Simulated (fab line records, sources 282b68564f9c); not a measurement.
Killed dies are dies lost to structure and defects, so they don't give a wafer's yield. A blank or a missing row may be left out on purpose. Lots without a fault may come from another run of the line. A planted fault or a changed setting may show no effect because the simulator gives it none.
Split-lot experiment | flow rit_cmos | 5 lots, 23 wafers read, on a route of 202 steps

THE SPLIT
At RIT_NWELL_IMPLANT_08, the setting energy_kev was moved away from the recipe's 170 on 11 of the 23 wafers read, by -5.8% to -2.6%. The other wafers ran this setting at the recipe's value.

The reading is taken at the split's own step.

THE READING
implant.drp_nm (the simulator's own value, which no gauge read), in nm, at RIT_NWELL_IMPLANT_08. The file gives no usual value for it.

wafer  | tool, chamber at the split | energy_kev as run | against the recipe | implant.drp_nm, nm | against lot-mates on the recipe
L074.2 | implanter-03, 0            | 170               | recipe             | 68.82              | -
L074.3 | implanter-03, 0            | 170               | recipe             | 68.82              | -
L074.4 | implanter-03, 0            | 170               | recipe             | 68.82              | -
L074.5 | implanter-03, 0            | 163.2             | -4.0%              | 66.79              | -2.03
L074.6 | implanter-03, 0            | 163.2             | -4.0%              | 66.79              | -2.03
L076.1 | implanter-03, 0            | 170               | recipe             | 68.82              | -
L076.4 | implanter-03, 0            | 170               | recipe             | 68.82              | -
L076.5 | implanter-03, 0            | 170               | recipe             | 68.82              | -
L079.1 | implanter-01, 0            | 160.1             | -5.8%              | 65.85              | -2.97
L079.3 | implanter-01, 0            | 160.1             | -5.8%              | 65.85              | -2.97
L079.6 | implanter-01, 0            | 160.1             | -5.8%              | 65.85              | -2.97
L079.2 | implanter-01, 0            | 170               | recipe             | 68.82              | -
L079.5 | implanter-01, 0            | 170               | recipe             | 68.82              | -
L080.2 | implanter-03, 0            | 170               | recipe             | 68.82              | -
L080.5 | implanter-03, 0            | 170               | recipe             | 68.82              | -
L080.3 | implanter-03, 0            | 162.3             | -4.5%              | 66.52              | -2.30
L080.4 | implanter-03, 0            | 162.3             | -4.5%              | 66.52              | -2.30
L080.6 | implanter-03, 0            | 162.3             | -4.5%              | 66.52              | -2.30
L085.1 | implanter-01, 0            | 170               | recipe             | 68.82              | -
L085.2 | implanter-01, 0            | 170               | recipe             | 68.82              | -
L085.3 | implanter-01, 0            | 165.5             | -2.6%              | 67.48              | -1.34
L085.4 | implanter-01, 0            | 165.5             | -2.6%              | 67.48              | -1.34
L085.6 | implanter-01, 0            | 165.5             | -2.6%              | 67.48              | -1.34

THE FIT
A straight line over all 23 wafers: implant.drp_nm changes by +0.509 nm for each +1% of energy_kev; r = +1.00; the points scatter about the line by 0.0042 nm.
The same after taking each lot's own level away (the mean of its wafers on the recipe; 23 wafers): +0.509 nm for each +1%; r = +1.00; scatter 0.0042 nm.
On that fit, the largest move of energy_kev shifts the reading by 3 nm.
The lots' own levels span 68.820 to 68.820 nm.
So the lot-to-lot level changes the slope little: the two slopes agree.
Check: with one of the wafers moved furthest among these (-5.8%) left out of the fit, the line predicts -2.96 nm for it against its lot-mates. It came out at -2.97 nm against them.

OTHER SPLITS ON THESE WAFERS
These wafers also went through other splits before the reading. Each is held against what the fit with the lots' levels taken away leaves over:
other split on the same wafers    | wafers away from the commonest value | r with implant.drp_nm (lot level and that fit taken away)
RIT_ACTIVE_COAT_06 resist_thk_nm  | 4                                    | +0.18
RIT_ACTIVE_ETCH_13 over_etch_frac | 5                                    | +0.41

THE WHOLE CHAIN: every reading that the file lists as answering this split, in the file's order
step                 | what it does | reading                                                         | change (the file's fit)               | r (the file's)
RIT_NWELL_IMPLANT_08 |              | implant.rp_nm (the simulator's own value, which no gauge read)  | +2.18 nm for each +1% of the setting  | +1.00
RIT_NWELL_IMPLANT_08 |              | implant.drp_nm (the simulator's own value, which no gauge read) | +0.509 nm for each +1% of the setting | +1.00

THE FILE'S OWN FIT
implant.drp_nm changes by +0.509 nm for each +1% of energy_kev, r = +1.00.
